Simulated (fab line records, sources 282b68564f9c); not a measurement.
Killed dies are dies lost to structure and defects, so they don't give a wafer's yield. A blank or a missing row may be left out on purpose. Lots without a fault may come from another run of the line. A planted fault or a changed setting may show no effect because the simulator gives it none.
fab line records | flow rit_cmos | part 2 of 2: steps 28 to 38 of 38
record lots=5 wafers=15 last_day=6
route steps=202 shown NRETRO@56 PRETRO@64 GATE@75 FOX2@80
lots that met no fault: from a run of the same line without faults
start_h: hours from the record's first day to the start of the lot's first wafer shown | wait_h: hours since the lot's step before | " the same as in the row above | L1.1+2: a row that stands for several wafers | - no value, or no start given | * or withheld: withheld | < > ~ a bound
route shown NAME@n: a module of which the file shows steps, and the number in the route of the first | usual: mean/standard deviation of fault-free wafers | same: alike in all rows | chamber/n: place in a boat | sites: the reading at each site | _std_site: their standard deviation | _edge_site: outer sites' mean less inner sites' | radius_mm: how far each site lies from the wafer's centre | mask NAME#n: copy n | behind: the tool/chamber that last shaped the wafer | hold: why the lot was held/for how many hours/how that ended | device: the transistor (n, p or np) that didn't switch | end of line: the same wafers' tests at the end of the route | a step without rows: its recipe alone | killed: dies lost to structure and defects at the first sort, not the wafer's yield | map: a wafer's dies, x killed, . not, _ none there
set.NAME: the setting as run; set.NAME@STEP: as run at that earlier step | model.NAME: the simulator's own value behind a step, which no gauge read
lots at some steps of the route; a table a step, a row a wafer
services: from which hour (start_h, from the record's first day; less than 0 if before it) a tool's chamber was out of use, for how many hours, and why
## steps
# step RIT_GATE_THK_MEAS_07
# recipe reads=SiO2_of_GATE_OXIDATION_05
# usual GATE_OXIDE_THK=3.00/0.054
# columns lot.wafer tool chamber start_h wait_h GATE_OXIDE_THK[nm]
L083.1 film_metro-04 - 80.25 0.0 2.91
L083.3 " - " " 2.87
L083.5 " - " " 3.00
L084.1 film_metro-03 - 83.51 0.0 3.04
L084.2 " - " " 2.95
L084.5 " - " " 2.97
L088.3 film_metro-01 - 103.97 0.0 2.98
L088.4 " - " " 2.95
L088.6 " - " " 3.03
L090.1 film_metro-01 - 114.86 0.0 2.88
L090.2 " - " " 2.92
L090.6 " - " " 3.02
L092.1 film_metro-03 - 124.11 0.0 2.98
L092.2 " - " " 3.03
L092.4 " - " " 2.96
# step RIT_GATE_CVD_08
# recipe material=poly-Si target_thk_nm=250 temp_c=610 precursor=SiH4 time_s=2220 pressure_mtorr=300 sih4_flow_sccm=97.58
# columns lot.wafer tool chamber start_h wait_h
L083.1+3+5 lpcvd-02 0 80.31 0.1
L084.1+2+5 lpcvd-02 0 83.57 0.1
L088.3+4+6 lpcvd-02 0 104.01 0.0
L090.1+2+6 lpcvd-02 1 116.90 2.0
L092.1+2+4 lpcvd-02 0 126.55 2.4
# step RIT_GATE_THK_MEAS_09
# recipe reads=poly-Si_of_GATE_CVD_08
# usual GATE_POLY_THK=244.1/2
# columns lot.wafer tool chamber start_h wait_h GATE_POLY_THK[nm]
L083.1 film_metro-04 - 81.93 0.0 244.5
L083.3 " - " " 243.5
L083.5 " - " " 243.9
L084.1 film_metro-04 - 85.19 0.0 240.6
L084.2 " - " " 239.5
L084.5 " - " " 239.7
L088.3 film_metro-04 - 105.65 0.0 245.5
L088.4 " - " " 246.7
L088.6 " - " " 243.3
L090.1 film_metro-04 - 118.51 0.0 246.2
L090.2 " - " " 244.6
L090.6 " - " " 245.6
L092.1 film_metro-03 - 128.97 0.0 241.7
L092.2 " - " " 242.0
L092.4 " - " " 243.1
# step RIT_GATE_HMDS_10
# recipe prime_time_s=60 prime_temp_c=140
# usual chill_plate_temp_C=23.00/0.1
# same prime_time_s=60
# columns lot.wafer tool chamber start_h wait_h chill_plate_temp_C
L083.1 litho_track-04 0 81.99 0.1 22.99
L083.3 " 0 " " 23.09
L083.5 " 0 " " 23.07
L084.1 litho_track-01 0 85.25 0.1 22.68
L084.2 " 0 " " 22.96
L084.5 " 0 " " 22.91
L088.3 litho_track-04 0 105.74 0.1 22.99
L088.4 " 0 " " 23.10
L088.6 " 0 " " 22.99
L090.1 litho_track-01 0 118.57 0.1 22.94
L090.2 " 0 " " 23.04
L090.6 " 0 " " 22.90
L092.1 litho_track-01 0 129.03 0.1 23.05
L092.2 " 0 " " 22.89
L092.4 " 0 " " 22.79
# step RIT_GATE_COAT_11
# recipe resist=NOVOLAK spin_rpm=4250 resist_thk_nm=850
# usual chill_plate_temp_C=22.98/0.11
# columns lot.wafer tool chamber start_h wait_h chill_plate_temp_C
L083.1 litho_track-04 0 82.14 0.1 23.17
L083.3 " 0 " " 22.92
L083.5 " 0 " " 23.19
L084.1 litho_track-01 0 85.40 0.1 23.05
L084.2 " 0 " " 22.86
L084.5 " 0 " " 22.90
L088.3 litho_track-04 0 105.89 0.1 23.11
L088.4 " 0 " " 22.92
L088.6 " 0 " " 23.06
L090.1 litho_track-01 0 118.72 0.1 23.08
L090.2 " 0 " " 23.09
L090.6 " 0 " " 23.09
L092.1 litho_track-01 0 129.18 0.1 23.00
L092.2 " 0 " " 23.07
L092.4 " 0 " " 23.15
# step RIT_GATE_SOFTBAKE_12
# recipe resist=NOVOLAK temp_c=90 time_s=60
# usual chill_plate_temp_C=22.99/0.095
# columns lot.wafer tool chamber start_h wait_h chill_plate_temp_C
L083.1 litho_track-04 0 82.29 0.1 22.97
L083.3 " 0 " " 22.97
L083.5 " 0 " " 23.09
L084.1 litho_track-01 0 85.55 0.1 22.96
L084.2 " 0 " " 23.03
L084.5 " 0 " " 22.94
L088.3 litho_track-04 0 106.04 0.1 22.81
L088.4 " 0 " " 22.89
L088.6 " 0 " " 22.94
L090.1 litho_track-01 0 118.87 0.1 23.11
L090.2 " 0 " " 22.96
L090.6 " 0 " " 23.00
L092.1 litho_track-01 0 129.33 0.1 22.88
L092.2 " 0 " " 22.90
L092.4 " 0 " " 22.87
# step RIT_GATE_EXPOSE_13
# recipe mask_id=M6 na=0.6 source_shape=conventional sigma_outer=0.6 target_cd_nm=150 dose_mj=386.6
# usual exposure_dose_mJ_cm2=379.9/0.37
# columns lot.wafer tool chamber start_h wait_h mask exposure_dose_mJ_cm2
L083.1 iline_stepper-02 0 82.44 0.1 M6#0 379.9
L083.3 " 0 " " M6#0 380.2
L083.5 " 0 " " M6#0 380.2
L084.1 iline_stepper-02 0 85.70 0.1 M6#0 380.1
L084.2 " 0 " " M6#0 380.0
L084.5 " 0 " " M6#0 380.1
L088.3 iline_stepper-01 0 106.18 0.1 M6#0 379.7
L088.4 " 0 " " M6#0 379.5
L088.6 " 0 " " M6#0 380.1
L090.1 iline_stepper-01 0 119.02 0.1 M6#0 380.2
L090.2 " 0 " " M6#0 380.1
L090.6 " 0 " " M6#0 380.4
L092.1 iline_stepper-01 0 129.61 0.2 M6#0 380.0
L092.2 " 0 " " M6#0 379.6
L092.4 " 0 " " M6#0 379.5
# step RIT_GATE_PEB_14
# recipe resist=NOVOLAK temp_c=withheld time_s=withheld
# usual chill_plate_temp_C=*
# columns lot.wafer tool chamber start_h wait_h chill_plate_temp_C
L083.1 litho_track-04 0 82.56 0.1 *
L083.3 " 0 " " *
L083.5 " 0 " " *
L084.1 litho_track-03 0 85.81 0.1 *
L084.2 " 0 " " *
L084.5 " 0 " " *
L088.3 litho_track-01 0 106.30 0.1 *
L088.4 " 0 " " *
L088.6 " 0 " " *
L090.1 litho_track-01 0 119.14 0.1 *
L090.2 " 0 " " *
L090.6 " 0 " " *
L092.1 litho_track-03 0 129.72 0.1 *
L092.2 " 0 " " *
L092.4 " 0 " " *
# step RIT_GATE_DEVELOP_15
# recipe resist=NOVOLAK develop_time_s=50 dev_temp_c=23
# usual chill_plate_temp_C=23.01/0.097
# columns lot.wafer tool chamber start_h wait_h chill_plate_temp_C
L083.1 litho_track-04 0 - - 22.92
L083.3 " 0 " " 22.97
L083.5 " 0 " " 23.14
L084.1 litho_track-03 0 - - 22.90
L084.2 " 0 " " 23.00
L084.5 " 0 " " 23.00
L088.3 litho_track-01 0 - - 23.11
L088.4 " 0 " " 23.09
L088.6 " 0 " " 23.08
L090.1 litho_track-01 0 - - 23.02
L090.2 " 0 " " 22.87
L090.6 " 0 " " 23.04
L092.1 litho_track-03 0 - - 22.86
L092.2 " 0 " " 23.00
L092.4 " 0 " " 23.02
# step RIT_GATE_CD_MEAS_16
# recipe target_cd_nm=150
# usual cd_nm=150.4/2.2
# columns lot.wafer tool chamber start_h wait_h cd_nm
L083.1 cd_sem-01 - 82.84 - 150.5
L083.3 " - " " 150.0
L083.5 " - " " 150.3
L084.1 cd_sem-01 - 86.10 - 152.5
L084.2 " - " " 150.4
L084.5 " - " " 151.6
L088.3 cd_sem-02 - 106.58 - 151.7
L088.4 " - " " 154.5
L088.6 " - " " 152.1
L090.1 cd_sem-01 - 119.42 - 150.8
L090.2 " - " " 151.1
L090.6 " - " " 149.7
L092.1 cd_sem-02 - 130.01 - 150.7
L092.2 " - " " 150.3
L092.4 " - " " 150.3
# step RIT_GATE_OVL_MEAS_17
# usual GATE_OVL=0.2/1.3
# columns lot.wafer tool chamber start_h wait_h GATE_OVL[nm]
L083.1 overlay-02 - 82.96 0.1 1.2
L083.3 " - " " -1.0
L083.5 " - " " 0.9
L084.1 overlay-02 - 86.22 0.1 0.6
L084.2 " - " " -1.1
L084.5 " - " " -0.4
L088.3 overlay-02 - 106.67 0.1 -1.3
L088.4 " - " " -1.8
L088.6 " - " " -2.2
L090.1 overlay-02 - 119.54 0.1 -0.8
L090.2 " - " " 0.3
L090.6 " - " " 1.3
L092.1 overlay-01 - 130.13 0.1 -0.2
L092.2 " - " " 1.0
L092.4 " - " " -0.9
## services
# columns tool chamber start_h hours kind
furnace-01 - 54.76 3.2 pm
plasma_asher-04 - 57.82 14.6 pm
wet_bench-02 - 60.32 4.4 pm
plasma_asher-04 - 74.78 2.2 repair
plasma_asher-02 - 77.73 3.1 repair
implanter-01 - 84.03 5.1 pm
implanter-02 - 89.52 1.8 repair
iline_stepper-01 - 91.27 1.7 pm
furnace-02 - 97.05 3.2 pm
implanter-03 - 97.79 1.2 repair
plasma_asher-01 - 98.54 2.8 pm
plasma_asher-01 - 108.75 9.0 pm
plasma_asher-01 0 108.75 9.5 vent_cycle
plasma_asher-01 1 108.75 9.5 vent_cycle
plasma_asher-01 - 109.09 9.1 repair
plasma_asher-04 - 114.19 2.8 repair
plasma_asher-01 0 117.75 - clean
plasma_asher-01 1 117.75 - clean
implanter-01 - 122.18 1.9 repair
plasma_asher-04 - 129.31 4.3 pm
